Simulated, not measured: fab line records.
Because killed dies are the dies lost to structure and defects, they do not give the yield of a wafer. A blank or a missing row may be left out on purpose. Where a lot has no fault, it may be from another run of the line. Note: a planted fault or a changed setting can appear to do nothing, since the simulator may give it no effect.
Split-lot study	flow berkeley cmos170	5 lots, 23 wafers read, on a route of 331 steps

## THE SPLIT ITSELF
At UCB170_NSD_PEB_04, the setting peb temp c was moved away from the recipe's 130 C on 9 of the 23 wafers read, by -2.3% to +2.6%. For the rest of the wafers, this setting stayed at what the recipe calls for.

## FROM SPLIT TO READING: 1 step shown by the file between the two
- UCB170_NSD_DEVELOP_05: develop time 45 s

## THE READING
cd nm, in nm, at UCB170_NSD_CD_MEAS_06 (target cd 1200 nm). Typical for fault-free wafers on this fab line: 1200.5 nm, with standard deviation 1.3 nm.

wafer	tool, chamber at the split	peb temp c as run, C	against the recipe	cd nm, nm	against lot-mates on the recipe
L074.1	litho track-01, 0	131.2	+0.9%	1207.1	+6.5
L074.2	litho track-01, 0	130	recipe	1200.2	-
L074.4	litho track-01, 0	130	recipe	1200.4	-
L074.5	litho track-01, 0	130	recipe	1201.1	-
L074.6	litho track-01, 0	131.2	+0.9%	1206.8	+6.2
L079.2	litho track-01, 0	130	recipe	1197.7	-
L079.5	litho track-01, 0	130	recipe	1199.2	-
L079.6	litho track-01, 0	130	recipe	1198.8	-
L077.1	litho track-04, 0	130	recipe	1200.7	-
L077.2	litho track-04, 0	131.5	+1.2%	1210.9	+10.5
L077.4	litho track-04, 0	130	recipe	1199.7	-
L077.5	litho track-04, 0	130	recipe	1200.7	-
L077.6	litho track-04, 0	131.5	+1.2%	1208.8	+8.4
L083.1	litho track-04, 0	127	-2.3%	1177.3	-24.2
L083.2	litho track-04, 0	127	-2.3%	1177.0	-24.5
L083.3	litho track-04, 0	130	recipe	1200.8	-
L083.4	litho track-04, 0	127	-2.3%	1178.8	-22.8
L083.5	litho track-04, 0	130	recipe	1202.3	-
L082.2	litho track-01, 0	133.4	+2.6%	1220.3	+19.6
L082.3	litho track-01, 0	133.4	+2.6%	1220.6	+19.9
L082.4	litho track-01, 0	130	recipe	1200.8	-
L082.5	litho track-01, 0	130	recipe	1200.3	-
L082.6	litho track-01, 0	130	recipe	1200.9	-

FIT RESULTS
A straight line over all 23 wafers: cd nm changes by +8.76 nm for each +1% of peb temp c; r = +0.99; the points scatter about the line by 1.5 nm.
The same after taking each lot's own level away (the mean of its wafers on the recipe; 23 wafers): +8.95 nm for each +1%; r = +0.99; scatter 1.6 nm.
On that fit, the largest move of peb temp c shifts the reading by 23 nm.
Measured against the standard deviation above, the lots' own levels, which go from 1198.57 to 1201.55 nm, span 2.3 times it.
The two slopes are in agreement: the lot-to-lot level therefore moves the slope only a little.
Check: with one of the wafers moved furthest among these (+2.6%) left out of the fit, the line predicts +23.3 nm for it against its lot-mates. It came out at +19.6 nm against them.

## OTHER SPLITS APPLIED TO THESE WAFERS
These wafers also went through other splits before the reading. Each is held against what the fit with the lots' levels taken away leaves over:
other split on the same wafers	wafers away from the commonest value	r with cd nm (lot level and that fit taken away)
UCB170_PLDD_COAT_01 resist thk nm	10	-0.15
UCB170_NLDD_IMPLANT_09 dose cm2	8	-0.04

## THE FILE'S OWN FIT
cd nm changes by +8.63 nm for each +1% of peb temp c, r = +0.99.
